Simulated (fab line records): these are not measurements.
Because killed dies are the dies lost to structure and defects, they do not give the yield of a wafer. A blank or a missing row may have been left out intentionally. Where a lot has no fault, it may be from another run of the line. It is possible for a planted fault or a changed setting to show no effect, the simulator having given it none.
Which of the tools did it? || flow rit cmos || 15 lots with 45 wafers sampled at 5 steps, on a route of 202 steps

## WHAT THE GAUGES SHOWED, per wafer
RIT_GATE_THK_MEAS_09.
{"lot": "L401", "measured": "day 2 12:52", "on": "film metro-02", "GATE_POLY_THK (nm)": "249.8 249.3 248.3"}
{"lot": "L403", "measured": "day 2 23:47", "on": "film metro-02", "GATE_POLY_THK (nm)": "252.1 250.3 249.2"}
{"lot": "L404", "measured": "day 3 07:50", "on": "film metro-03", "GATE_POLY_THK (nm)": "249.5 249.3 249.4"}
{"lot": "L405", "measured": "day 3 10:04", "on": "film metro-02", "GATE_POLY_THK (nm)": "250.6 251.3 251.5"}
{"lot": "L406", "measured": "day 3 13:49", "on": "film metro-03", "GATE_POLY_THK (nm)": "249.0 252.0 250.8"}
{"lot": "L408", "measured": "day 4 03:08", "on": "film metro-02", "GATE_POLY_THK (nm)": "249.6 248.8 249.0"}
{"lot": "L410", "measured": "day 4 12:26", "on": "film metro-02", "GATE_POLY_THK (nm)": "249.3 251.3 250.9"}
{"lot": "L411", "measured": "day 4 16:19", "on": "film metro-04", "GATE_POLY_THK (nm)": "251.7 249.2 250.2"}
{"lot": "L412", "measured": "day 4 21:59", "on": "film metro-03", "GATE_POLY_THK (nm)": "252.7 253.2 252.4"}
{"lot": "L413", "measured": "day 5 04:04", "on": "film metro-04", "GATE_POLY_THK (nm)": "251.5 250.2 249.9"}
{"lot": "L414", "measured": "day 5 07:14", "on": "film metro-04", "GATE_POLY_THK (nm)": "247.3 248.9 250.4"}
{"lot": "L415", "measured": "day 5 15:20", "on": "film metro-02", "GATE_POLY_THK (nm)": "247.9 246.1 248.0"}
{"lot": "L418", "measured": "day 6 06:31", "on": "film metro-02", "GATE_POLY_THK (nm)": "246.2 247.5 248.4"}
{"lot": "L421", "measured": "day 6 21:39", "on": "film metro-02", "GATE_POLY_THK (nm)": "249.1 249.0 248.7"}
{"lot": "L423", "measured": "day 7 03:04", "on": "film metro-02", "GATE_POLY_THK (nm)": "250.4 248.9 249.4"}

RIT_CONTACT_OVL_MEAS_09.
{"lot": "L401", "measured": "day 3 06:13", "on": "overlay-02", "CONTACT_OVL (nm)": "2.1 -0.1 0.9"}
{"lot": "L403", "measured": "day 3 16:13", "on": "overlay-01", "CONTACT_OVL (nm)": "-2.5 -0.5 -0.4"}
{"lot": "L404", "measured": "day 3 23:55", "on": "overlay-01", "CONTACT_OVL (nm)": "-0.2 2.7 0.2"}
{"lot": "L405", "measured": "day 4 02:38", "on": "overlay-02", "CONTACT_OVL (nm)": "-0.3 0.3 -0.3"}
{"lot": "L406", "measured": "day 4 06:17", "on": "overlay-02", "CONTACT_OVL (nm)": "0.9 1.3 1.5"}
{"lot": "L408", "measured": "day 4 20:58", "on": "overlay-02", "CONTACT_OVL (nm)": "-0.7 0.7 -0.2"}
{"lot": "L410", "measured": "day 5 06:11", "on": "overlay-01", "CONTACT_OVL (nm)": "0.6 1.1 1.1"}
{"lot": "L411", "measured": "day 5 08:34", "on": "overlay-02", "CONTACT_OVL (nm)": "0.8 -0.8 2.7"}
{"lot": "L412", "measured": "day 5 15:21", "on": "overlay-02", "CONTACT_OVL (nm)": "-1.7 -3.4 -0.6"}
{"lot": "L413", "measured": "day 5 21:47", "on": "overlay-02", "CONTACT_OVL (nm)": "-1.8 -1.2 1.3"}
{"lot": "L414", "measured": "day 6 00:49", "on": "overlay-02", "CONTACT_OVL (nm)": "-1.1 -0.5 1.3"}
{"lot": "L415", "measured": "day 6 07:35", "on": "overlay-01", "CONTACT_OVL (nm)": "2.3 0.7 1.2"}
{"lot": "L418", "measured": "day 6 22:44", "on": "overlay-01", "CONTACT_OVL (nm)": "-0.1 2.7 2.0"}
{"lot": "L421", "measured": "day 7 13:34", "on": "overlay-01", "CONTACT_OVL (nm)": "1.0 0.7 1.0"}
{"lot": "L423", "measured": "day 7 21:05", "on": "overlay-01", "CONTACT_OVL (nm)": "1.2 0.2 2.0"}

RIT_M1_OVL_MEAS_10.
{"lot": "L401", "measured": "day 3 08:43", "on": "overlay-02", "M1_OVL (nm)": "1.9 1.2 1.9"}
{"lot": "L403", "measured": "day 3 18:46", "on": "overlay-01", "M1_OVL (nm)": "1.3 0.3 -1.8"}
{"lot": "L404", "measured": "day 4 02:33", "on": "overlay-01", "M1_OVL (nm)": "0.6 2.6 -0.3"}
{"lot": "L405", "measured": "day 4 05:25", "on": "overlay-01", "M1_OVL (nm)": "1.7 -0.2 2.8"}
{"lot": "L406", "measured": "day 4 09:02", "on": "overlay-01", "M1_OVL (nm)": "1.6 0.4 0.6"}
{"lot": "L408", "measured": "day 4 23:29", "on": "overlay-01", "M1_OVL (nm)": "1.6 1.8 1.5"}
{"lot": "L410", "measured": "day 5 08:41", "on": "overlay-01", "M1_OVL (nm)": "-1.1 -0.6 -1.5"}
{"lot": "L411", "measured": "day 5 11:22", "on": "overlay-01", "M1_OVL (nm)": "0.5 0.0 2.2"}
{"lot": "L412", "measured": "day 5 17:59", "on": "overlay-01", "M1_OVL (nm)": "0.9 1.8 3.2"}
{"lot": "L413", "measured": "day 6 00:25", "on": "overlay-01", "M1_OVL (nm)": "0.2 -1.3 -0.7"}
{"lot": "L414", "measured": "day 6 03:37", "on": "overlay-02", "M1_OVL (nm)": "0.8 0.3 1.8"}
{"lot": "L415", "measured": "day 6 10:13", "on": "overlay-01", "M1_OVL (nm)": "1.0 -0.1 2.0"}
{"lot": "L418", "measured": "day 7 01:25", "on": "overlay-01", "M1_OVL (nm)": "361.7 361.9 361.5"}
{"lot": "L421", "measured": "day 7 16:23", "on": "overlay-02", "M1_OVL (nm)": "358.7 359.9 359.4"}
{"lot": "L423", "measured": "day 7 23:43", "on": "overlay-01", "M1_OVL (nm)": "361.3 359.8 360.5"}

## WHAT TOOL EACH LOT RAN ON (gives the tool, then ch and the chambers of the sampled wafers, and finally the start)
{"lot": "L401", "RIT_GATE_STRIP_20": "plasma asher-03 ch 0,1, day 2 14:19", "RIT_M1_EXPOSE_06": "iline stepper-02 ch 0, day 3 08:10"}
{"lot": "L403", "RIT_GATE_STRIP_20": "plasma asher-03 ch 0, day 3 01:17", "RIT_M1_EXPOSE_06": "iline stepper-01 ch 0, day 3 18:13"}
{"lot": "L404", "RIT_GATE_STRIP_20": "plasma asher-03 ch 0,1, day 3 09:20", "RIT_M1_EXPOSE_06": "iline stepper-02 ch 0, day 4 02:02"}
{"lot": "L405", "RIT_GATE_STRIP_20": "plasma asher-02 ch 0,1, day 3 11:31", "RIT_M1_EXPOSE_06": "iline stepper-01 ch 0, day 4 04:52"}
{"lot": "L406", "RIT_GATE_STRIP_20": "plasma asher-02 ch 0, day 3 15:15", "RIT_M1_EXPOSE_06": "iline stepper-01 ch 0, day 4 08:15"}
{"lot": "L408", "RIT_GATE_STRIP_20": "plasma asher-02 ch 0,1, day 4 04:35", "RIT_M1_EXPOSE_06": "iline stepper-01 ch 0, day 4 22:57"}
{"lot": "L410", "RIT_GATE_STRIP_20": "plasma asher-01 ch 0,1, day 4 13:52", "RIT_M1_EXPOSE_06": "iline stepper-02 ch 0, day 5 08:07"}
{"lot": "L411", "RIT_GATE_STRIP_20": "plasma asher-02 ch 0,1, day 4 17:45", "RIT_M1_EXPOSE_06": "iline stepper-02 ch 0, day 5 10:49"}
{"lot": "L412", "RIT_GATE_STRIP_20": "plasma asher-01 ch 0,1, day 4 23:26", "RIT_M1_EXPOSE_06": "iline stepper-01 ch 0, day 5 17:27"}
{"lot": "L413", "RIT_GATE_STRIP_20": "plasma asher-02 ch 0,1, day 5 05:29", "RIT_M1_EXPOSE_06": "iline stepper-02 ch 0, day 5 23:53"}
{"lot": "L414", "RIT_GATE_STRIP_20": "plasma asher-01 ch 0,1, day 5 08:37", "RIT_M1_EXPOSE_06": "iline stepper-02 ch 0, day 6 03:05"}
{"lot": "L415", "RIT_GATE_STRIP_20": "plasma asher-02 ch 0,1, day 5 16:47", "RIT_M1_EXPOSE_06": "iline stepper-01 ch 0, day 6 09:40"}
{"lot": "L418", "RIT_GATE_STRIP_20": "plasma asher-01 ch 0,1, day 6 08:10", "RIT_M1_EXPOSE_06": "iline stepper-02 ch 0, day 7 00:50"}
{"lot": "L421", "RIT_GATE_STRIP_20": "plasma asher-02 ch 0,1, day 6 22:59", "RIT_M1_EXPOSE_06": "iline stepper-02 ch 0, day 7 15:50"}
{"lot": "L423", "RIT_GATE_STRIP_20": "plasma asher-02 ch 0,1, day 7 04:28", "RIT_M1_EXPOSE_06": "iline stepper-02 ch 0, day 7 23:11"}
- RIT_GATE_STRIP_20: strips in O2, time 180 s.
- RIT_M1_EXPOSE_06: exposes mask M12, target cd 2600 nm.

## AS READ BY THE TOOLS THEMSELVES (means over the sampled wafers that have a number; for cases with no such wafer, the mark the record gives instead)
RIT_GATE_STRIP_20.
{"lot": "L401", "tool": "plasma asher-03", "drypump motor current A (A)": 5.9}
{"lot": "L403", "tool": "plasma asher-03", "drypump motor current A (A)": 6.4}
{"lot": "L404", "tool": "plasma asher-03", "drypump motor current A (A)": 5.9}
{"lot": "L405", "tool": "plasma asher-02", "drypump motor current A (A)": 5.5}
{"lot": "L406", "tool": "plasma asher-02", "drypump motor current A (A)": 5.7}
{"lot": "L408", "tool": "plasma asher-02", "drypump motor current A (A)": 5.5}
{"lot": "L410", "tool": "plasma asher-01", "drypump motor current A (A)": 6.0}
{"lot": "L411", "tool": "plasma asher-02", "drypump motor current A (A)": 5.6}
{"lot": "L412", "tool": "plasma asher-01", "drypump motor current A (A)": 6.0}
{"lot": "L413", "tool": "plasma asher-02", "drypump motor current A (A)": 5.6}
{"lot": "L414", "tool": "plasma asher-01", "drypump motor current A (A)": 6.2}
{"lot": "L415", "tool": "plasma asher-02", "drypump motor current A (A)": 5.6}
{"lot": "L418", "tool": "plasma asher-01", "drypump motor current A (A)": 6.2}
{"lot": "L421", "tool": "plasma asher-02", "drypump motor current A (A)": 5.6}
{"lot": "L423", "tool": "plasma asher-02", "drypump motor current A (A)": 5.6}

## THE ANSWER, worked out from the rows above alone
Rule: the usual values come from the lots themselves. Put in order of their means at a reading, lots are off if they are a third of the lots or fewer, leave a main group of 4 or more, and stand apart from it by a gap of 3 or more times the standard deviation of the main group's means; of several such gaps the widest counts. A main group is skipped when, at the precision printed for the reading in the tables above, its means are all equal. Also off: a lot with no number at a reading for which 4 or more lots have one. All remaining lots with rows at the step are treated as sound. First the gauges in route order, then the tools' own readings, where a lot's mean is used as printed above. The first step at which some lot is off is used, and at that step the reading that is off furthest; a lot without a number counts as furthest.
Off: L418, L421, L423, seen at RIT_M1_OVL_MEAS_10 (M1_OVL). The main group: mean 0.8 nm, standard deviation 0.89.
If a tool, at a process step before that reading, ran all the lots that are off and no sound lot after the first of them, it fits. Those tools and the gauges at RIT_M1_OVL_MEAS_10 are tried in the same way. One candidate fits, namely iline stepper-02 at RIT_M1_EXPOSE_06. Its last sound lot is L414 (day 6 03:05), its first lot that is off L418 (day 7 00:50): a fault that began between those two fits.

## WHAT THE SIMULATOR HAD INSERTED
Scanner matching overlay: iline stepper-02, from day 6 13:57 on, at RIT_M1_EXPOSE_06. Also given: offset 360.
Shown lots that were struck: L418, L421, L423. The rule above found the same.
